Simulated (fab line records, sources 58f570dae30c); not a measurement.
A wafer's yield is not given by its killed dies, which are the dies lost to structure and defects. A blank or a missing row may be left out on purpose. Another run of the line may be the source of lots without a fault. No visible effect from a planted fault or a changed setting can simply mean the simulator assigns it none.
fab line records | flow berkeley-cmos170
record: lots: 6 | wafers: 18 | last-day: 12
route steps=331 shown PVT@115 GATE@125 FIELD@126
lots with no fault: from the same line, run without faults
start-h: start of the lot's first displayed wafer, in hours after the record's first day | wait-h: how many hours have passed since the lot's step before this one | " as in the row above | L1.1+2: a row that stands for several wafers | - no value, or no start was given | * or withheld: withheld | < > ~ a bound
route shown NAME@n: a module of which the file shows steps, and the number in the route of the first | usual: mean/standard deviation of fault-free wafers | same: alike in all rows | chamber/n: place in a boat | sites: per-site readings | _std_site: standard deviation of those values | _edge_site: inner sites' mean taken away from outer sites' mean | radius-mm: for every site, how far away it sits from the centre of the wafer | mask NAME#n: copy n | behind: the most recent tool/chamber to have shaped the wafer | hold: cause of the lot's hold/its duration in hours/its outcome | device: transistor that didn't switch, given as n, p or np | end of line: the same wafers' tests at the end of the route | a step given without rows: its recipe and nothing more | killed: the dies lost at the first sort to structure and to defects; this is not the yield of the wafer | map: a wafer's dies, x killed, . not, _ none there
set.NAME: the setting the step ran with; set.NAME@STEP: the setting that earlier step ran with | model.NAME: the simulator's own value behind a step, which no gauge read
lots at some steps of the route; a table a step, a row a wafer
services: the hour from which a tool's chamber was out of use, counted from the record's first day as start-h (under 0 if before that day), plus the number of hours and why
== steps ==
step: UCB170_PVT_HMDS_00
recipe: prime-time-s: 60 | prime-temp-c: 100
step: UCB170_PVT_COAT_01
recipe: resist: KrF | spin-rpm: 1500 | resist-thk-nm: 900
step: UCB170_PVT_SOFTBAKE_02
recipe: resist: KrF | temp-c: 130 | time-s: 62.52
usual: plate-sensor-t-centre-C: 131.41/0.011 | plate-sensor-t-edge-C: 131.53/0.01 | softbake-temp-c: 129.99/0.14
lot.wafer | tool           | chamber | start-h | wait-h | plate-sensor-t-centre-C | plate-sensor-t-edge-C | softbake-temp-c
L437.3    | litho-track-04 | 0       | 129.89  | 0.1    | 131.4                   | 131.53                | 130.09
L437.5    | "              | 0       | "       | "      | 131.43                  | 131.54                | 130.15
L437.6    | "              | 0       | "       | "      | 131.42                  | 131.54                | 130.23
L443.2    | litho-track-04 | 0       | 147.07  | 0.1    | 131.4                   | 131.53                | 130.05
L443.3    | "              | 0       | "       | "      | 131.4                   | 131.53                | 129.86
L443.4    | "              | 0       | "       | "      | 131.42                  | 131.53                | 129.90
L446.2    | litho-track-02 | 0       | 162.58  | 0.1    | 131.4                   | 131.53                | 129.81
L446.4    | "              | 0       | "       | "      | 131.42                  | 131.53                | 129.93
L446.6    | "              | 0       | "       | "      | 131.38                  | 131.52                | 129.89
L447.3    | litho-track-02 | 0       | 172.38  | 0.1    | 131.4                   | 131.53                | 129.90
L447.4    | "              | 0       | "       | "      | 131.39                  | 131.53                | 129.82
L447.5    | "              | 0       | "       | "      | 131.41                  | 131.53                | 129.93
L454.1    | litho-track-02 | 0       | 200.57  | 0.1    | 131.4                   | 131.53                | 130.01
L454.2    | "              | 0       | "       | "      | 131.41                  | 131.53                | 129.96
L454.4    | "              | 0       | "       | "      | 131.41                  | 131.52                | 130.07
L457.1    | litho-track-04 | 0       | 229.62  | 0.1    | 131.44                  | 131.53                | 130.10
L457.5    | "              | 0       | "       | "      | 131.4                   | 131.51                | 130.21
L457.6    | "              | 0       | "       | "      | 131.41                  | 131.54                | 130.16
step: UCB170_PVT_EXPOSE_03
recipe: mask-id: NWELL | target-cd-nm: 3000 | na: 0.5 | sigma-outer: 0.6 | source-shape: conventional | dose-mj: 30
step: UCB170_PVT_PEB_04
recipe: peb-temp-c: 130 | peb-time-s: withheld | resist: KrF
step: UCB170_PVT_DEVELOP_05
recipe: developer: TMAH | develop-time-s: 45 | resist: KrF | dev-temp-c: 21
step: UCB170_PVT_OVL_MEAS_06
usual: PVT_OVL: -4/6
lot.wafer | tool       | chamber | start-h | wait-h | PVT_OVL[nm]
L437.3    | overlay-02 | -       | 130.39  | -      | -4
L437.5    | "          | -       | "       | "      | -1
L437.6    | "          | -       | "       | "      | -7
L443.2    | overlay-02 | -       | 147.93  | -      | -3
L443.3    | "          | -       | "       | "      | -3
L443.4    | "          | -       | "       | "      | -7
L446.2    | overlay-02 | -       | 163.52  | -      | -2
L446.4    | "          | -       | "       | "      | -3
L446.6    | "          | -       | "       | "      | -8
L447.3    | overlay-02 | -       | 173.01  | -      | 2
L447.4    | "          | -       | "       | "      | 0
L447.5    | "          | -       | "       | "      | 2
L454.1    | overlay-01 | -       | 201.74  | -      | -2
L454.2    | "          | -       | "       | "      | -6
L454.4    | "          | -       | "       | "      | -4
L457.1    | overlay-01 | -       | 230.50  | -      | 2
L457.5    | "          | -       | "       | "      | -1
L457.6    | "          | -       | "       | "      | -2
step: UCB170_PVT_IMPLANT_07
recipe: species: P | dose-cm2: 1.971e+12 | energy-kev: 30 | tilt-deg: 7
step: UCB170_PVT_STRIP_08
recipe: chemistry: O2 | power-w: 400 | pressure-mtorr: 3500 | platen-temp-c: withheld | o2-flow-sccm: 400 | overash-fraction: 0.5
usual: drypump-motor-current-A: 5.7/0.37 | oes-product-au: 0.735/0.0045 | strip-time-to-endpoint-s: 21.64/0.064
lot.wafer | tool            | chamber | start-h | wait-h | drypump-motor-current-A | oes-product-au | rf-hours-counter-h | strip-time-to-endpoint-s
L437.3    | plasma-asher-04 | 0       | 130.60  | 0.1    | 5.3                     | 0.737          | -                  | 21.54
L437.5    | "               | 0       | "       | "      | 5.3                     | 0.736          | -                  | 21.66
L437.6    | "               | 1       | "       | "      | 5.9                     | 0.738          | -                  | 21.62
L443.2    | plasma-asher-02 | 0       | 148.11  | 0.1    | 6.2                     | 0.737          | 40                 | 21.68
L443.3    | "               | 0       | "       | "      | 6.2                     | 0.729          | -                  | 21.68
L443.4    | "               | 1       | "       | "      | 5.8                     | 0.731          | -                  | 21.65
L446.2    | plasma-asher-01 | 0       | 163.70  | 0.1    | 6.0                     | 0.733          | 49                 | 21.70
L446.4    | "               | 0       | "       | "      | 6.0                     | 0.733          | -                  | 21.69
L446.6    | "               | 1       | "       | "      | 5.2                     | 0.735          | -                  | 21.76
L447.3    | plasma-asher-01 | 1       | 173.22  | 0.1    | 5.1                     | 0.737          | -                  | 21.66
L447.4    | "               | 0       | "       | "      | 6.0                     | 0.735          | -                  | 21.61
L447.5    | "               | 0       | "       | "      | 6.0                     | 0.727          | -                  | 21.63
L454.1    | plasma-asher-04 | 0       | 201.93  | 0.1    | 5.3                     | 0.742          | 43                 | 21.67
L454.2    | "               | 1       | "       | "      | 5.9                     | 0.740          | 43                 | 21.73
L454.4    | "               | 0       | "       | "      | 5.3                     | 0.747          | -                  | 21.66
L457.1    | plasma-asher-02 | 1       | 230.68  | 0.1    | 5.8                     | 0.739          | 46                 | 21.75
L457.5    | "               | 0       | "       | "      | 6.2                     | 0.726          | -                  | 21.63
L457.6    | "               | 1       | "       | "      | 5.8                     | 0.735          | -                  | 21.62
step: UCB170_PVT_TW_MEAS_09
usual: PVT_TW: 506/5.3
lot.wafer | tool          | chamber | start-h | wait-h | PVT_TW
L437.3    | film-metro-02 | -       | 130.69  | 0.1    | 503
L437.5    | "             | -       | "       | "      | 501
L437.6    | "             | -       | "       | "      | 501
L443.2    | film-metro-02 | -       | 148.22  | 0.1    | 500
L443.3    | "             | -       | "       | "      | 502
L443.4    | "             | -       | "       | "      | 499
L446.2    | film-metro-02 | -       | 163.81  | 0.1    | 503
L446.4    | "             | -       | "       | "      | 500
L446.6    | "             | -       | "       | "      | 502
L447.3    | film-metro-04 | -       | 173.31  | 0.1    | 512
L447.4    | "             | -       | "       | "      | 511
L447.5    | "             | -       | "       | "      | 512
L454.1    | film-metro-02 | -       | 202.03  | 0.1    | 498
L454.2    | "             | -       | "       | "      | 500
L454.4    | "             | -       | "       | "      | 500
L457.1    | film-metro-02 | -       | 230.78  | 0.1    | 504
L457.5    | "             | -       | "       | "      | 502
L457.6    | "             | -       | "       | "      | 502
step: UCB170_GATE_WET_ETCH_00
recipe: chemistry: dHF | dilution: 25:1 | target: SiO2 | temp-c: 25 | time-s: 200
step: UCB170_FIELD_THK_MEAS_91
recipe: reads: SiO2_of_FIELD_OXIDATION_01
usual: FIELD_OXIDE_LEFT_2_THK: 360/13
lot.wafer | tool          | chamber | start-h | wait-h | FIELD_OXIDE_LEFT_2_THK[nm]
L437.3    | film-metro-04 | -       | 130.82  | 0.0    | 371
L437.5    | "             | -       | "       | "      | 372
L437.6    | "             | -       | "       | "      | 354
L443.2    | film-metro-01 | -       | 148.34  | 0.0    | 350
L443.3    | "             | -       | "       | "      | 345
L443.4    | "             | -       | "       | "      | 343
L446.2    | film-metro-01 | -       | 163.93  | 0.0    | 362
L446.4    | "             | -       | "       | "      | 364
L446.6    | "             | -       | "       | "      | 353
L447.3    | film-metro-04 | -       | 174.24  | 0.0    | 366
L447.4    | "             | -       | "       | "      | 370
L447.5    | "             | -       | "       | "      | 362
L454.1    | film-metro-01 | -       | 202.16  | 0.0    | 340
L454.2    | "             | -       | "       | "      | 350
L454.4    | "             | -       | "       | "      | 352
L457.1    | film-metro-01 | -       | 230.97  | 0.0    | 361
L457.5    | "             | -       | "       | "      | 364
L457.6    | "             | -       | "       | "      | 360
step: UCB170_GATE_OXIDATION_01
recipe: temp-c: 850 | ambient: O2 | target-thk-a: 66 | ox-time-s: 1800
usual: ox-temp-c: 849.9/0.37 | ox-temp-c-max: 855.1/1.7 | ox-time-s: 1800/0 | tube_center_temp_C_max: 852.2/0.35
lot.wafer | tool       | chamber | start-h | wait-h | ox-temp-c | ox-temp-c-max | ox-time-s | tube_center_temp_C_max
L437.3    | furnace-04 | 0       | 135.19  | 4.4    | 850.4     | 856.6         | 1800      | 852.0
L437.5    | "          | 0       | "       | "      | 850.6     | 858.3         | 1800      | 852.5
L437.6    | "          | 0       | "       | "      | 849.6     | 857.0         | 1800      | 851.8
L443.2    | furnace-02 | 0       | 150.82  | 2.5    | 850.1     | 855.3         | 1800      | 852.2
L443.3    | "          | 0       | "       | "      | 850.1     | 856.5         | 1800      | 852.7
L443.4    | "          | 0       | "       | "      | 849.4     | 853.8         | 1800      | 852.6
L446.2    | furnace-02 | -       | 164.69  | 0.7    | -         | -             | -         | -
L446.4    | "          | -       | "       | "      | -         | -             | -         | -
L446.6    | "          | -       | "       | "      | -         | -             | -         | -
L447.3    | furnace-01 | -       | 179.20  | 5.0    | -         | -             | -         | -
L447.4    | "          | -       | "       | "      | -         | -             | -         | -
L447.5    | "          | -       | "       | "      | -         | -             | -         | -
L454.1    | furnace-04 | 0       | 205.89  | 3.7    | 850.0     | 856.4         | 1800      | 852.5
L454.2    | "          | 0       | "       | "      | 850.3     | 856.7         | 1800      | 852.0
L454.4    | "          | 0       | "       | "      | 850.2     | 856.7         | 1800      | 851.7
L457.1    | furnace-01 | 0       | 232.73  | 1.8    | 850.4     | 853.0         | 1800      | 852.2
L457.5    | "          | 0       | "       | "      | 850.3     | 852.9         | 1800      | 852.0
L457.6    | "          | 0       | "       | "      | 849.9     | 852.4         | 1800      | 851.7
step: UCB170_GATE_ANNEAL_03
recipe: temp-c: 900 | time-s: 1800 | ambient: N2
== services ==
tool            | chamber | start-h | hours | kind
furnace-02      | -       | 143.22  | 4.8   | pm
plasma-asher-02 | -       | 151.98  | 11.8  | pm
furnace-04      | -       | 195.80  | 2.9   | pm
plasma-asher-02 | -       | 200.08  | 15.6  | pm
plasma-asher-02 | -       | 215.68  | 2.8   | pm
== key ==
first-sign: step: UCB170_GATE_OXIDATION_01 | reading: tool-record | direction: missing
effect none on later readings
met-at UCB170_GATE_OXIDATION_01
struck-wafers L446.2,L446.4,L446.6,L447.3,L447.4,L447.5
later-rows-left-out L446.2,L446.4,L446.6,L447.3,L447.4,L447.5
sort-left-out L446.2,L446.4,L446.6,L447.3,L447.4,L447.5
tester-left-out L446,L447
onset-between 150.82 164.69
fault: kind: skipped-step-whole | tool: furnace-01,furnace-02 | chamber: - | onset-h: 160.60 | steps: UCB170_GATE_OXIDATION_01 | scope: struck-lots-only
tester-left-out: of these lots the tester's yield and bins aren't shown, on N5 and GAA mostly nor the transistor test; their killed dies are dies lost to structure and defects alone, not to doping, threshold or leakage, so they don't give the yield
sort-left-out: the simulated sort isn't trusted on such a fault, so these wafers' sort isn't shown, and their yield isn't known
later-rows-left-out: the simulator's readings of these wafers behind a module that went badly wrong aren't trusted and aren't shown, but for the sort
